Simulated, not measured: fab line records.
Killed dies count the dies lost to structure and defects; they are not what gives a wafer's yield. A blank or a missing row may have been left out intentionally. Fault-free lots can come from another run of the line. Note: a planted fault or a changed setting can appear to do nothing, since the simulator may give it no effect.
Struck lot and sound lot, side by side | flow rit cmos | 18 out of 202 route steps
Sound: these wafers, L511.3, L511.5, L511.6. Wafers struck: L514.2, L514.4, L514.5. The cause is named last.
For every step that has rows: the tool of each side, followed by ch and its chambers, followed by its first start. Under that, the readings that differ: sound wafers | struck wafers | difference of the means | sigmas: that difference in standard deviations of wafers without a fault.
alike: readings with means less than 2 such deviations apart, plus words and numbers identical on both sides. not compared: withheld readings, readings lacking a value on some wafer, bounds such as >300 that could conceal the same value, and numbers that have no deviation in the record and whose values overlap.
The two part at a step that has a row with sigmas, a row that says differs or no value, or rows on one side only. Numbers that don't overlap but have no deviation are shown without sigmas and don't part them. A reading that every wafer of one side lacks parts them only if that side has two wafers or more.

first, 1 step without rows for these wafers: RIT_PLDD_IMPLANT_08.
RIT_PLDD_STRIP_09: strips in O2, time 180 s.
  sound on plasma asher-02 ch 0,1, day 4 22:35; struck on plasma asher-03 ch 0,1, day 5 11:44
  alike: drypump motor current A
  not compared: rf hours counter h
RIT_PLDD_TW_MEAS_10:
  struck on film metro-01, day 5 11:55; sound on film metro-04, day 4 22:43
  reading | sound          | struck         | difference | sigmas
  PLDD_TW | 2317 2314 2319 | 2366 2358 2356 | +43        | +2
then, 4 steps without rows for these wafers: RIT_SPACER_CLEAN_00 (cleans in SC1, time 600 s); RIT_SPACER_CLEAN_01 (cleans in dHF, time 30 s); RIT_SPACER_CLEAN_02 (cleans in SC2, time 600 s); RIT_SPACER_CVD_03 (deposits Si3N4 from SiH2Cl2/NH3, target thk 250 nm, time 3300 s).
RIT_SPACER_THK_MEAS_04:
  struck on film metro-03, day 5 14:16; sound on film metro-04, day 5 01:05
  alike: SPACER_NITRIDE_THK
RIT_SPACER_ETCHBACK_05: etches Si3N4 in SF6/CHF3, stops on SiO2, target depth 250 nm, time 240 s.
  sound on rie diel-02 ch 0,1,2, day 5 01:07; struck on rie diel-03 ch 2,3, day 5 14:19
  reading                     | sound       | struck      | difference | sigmas
  drypump motor current A (A) | 5.8 6.3 6.0 | 4.7 5.1 4.7 | -1.2       | -2
  alike: oes product au, rf fwd power W, throttle valve pct
  not compared: rf hours counter h
then, 3 steps without rows for these wafers: RIT_NSD_HMDS_00 (prime time 60 s); RIT_NSD_COAT_01 (resist thk 1000 nm); RIT_NSD_SOFTBAKE_02 (time 60 s).
RIT_NSD_EXPOSE_03: exposes mask M9, target cd 40700 nm.
  sound on iline stepper-02 ch 0, day 5 01:45; struck on iline stepper-01 ch 0, day 5 15:03
  reading                     | sound                   | struck            | difference | sigmas
  model.NSD.overlay x nm (nm) | 0.01519 0.01519 0.01519 | 419.4 419.4 419.4 | +419.4     |
  alike: mask, reticle temp C
then, 2 steps without rows for these wafers: RIT_NSD_PEB_04; RIT_NSD_DEVELOP_05 (develop time 50 s).
RIT_NSD_OVL_MEAS_06:
  struck on overlay-01, day 5 15:26; sound on overlay-01, day 5 02:08
  reading      | sound          | struck            | difference | sigmas
  NSD_OVL (nm) | -1.6 -1.8 -1.1 | 416.0 416.9 418.2 | +418.5     | +99 or more
then, 1 step without rows for these wafers: RIT_NSD_HARDBAKE_07 (time 60 s).
RIT_M1_PROBE_99:
  struck on prober-01, day 6 01:09; sound on prober-02, day 5 11:59
  reading                                    | sound | struck | difference | sigmas
  model.etest.select edge diode n.over limit | 0 0 0 | 1 1 1  | +1         |
  alike: killed at front end, killed dies, killed open, killed short

== WHERE THEY PART ==
Last at RIT_NSD_OVL_MEAS_06 as far as this record goes, first at RIT_PLDD_TW_MEAS_10. Later steps at which nothing parts them and some readings are alike: RIT_M1_PROBE_99.

WHY: what the simulator had put in
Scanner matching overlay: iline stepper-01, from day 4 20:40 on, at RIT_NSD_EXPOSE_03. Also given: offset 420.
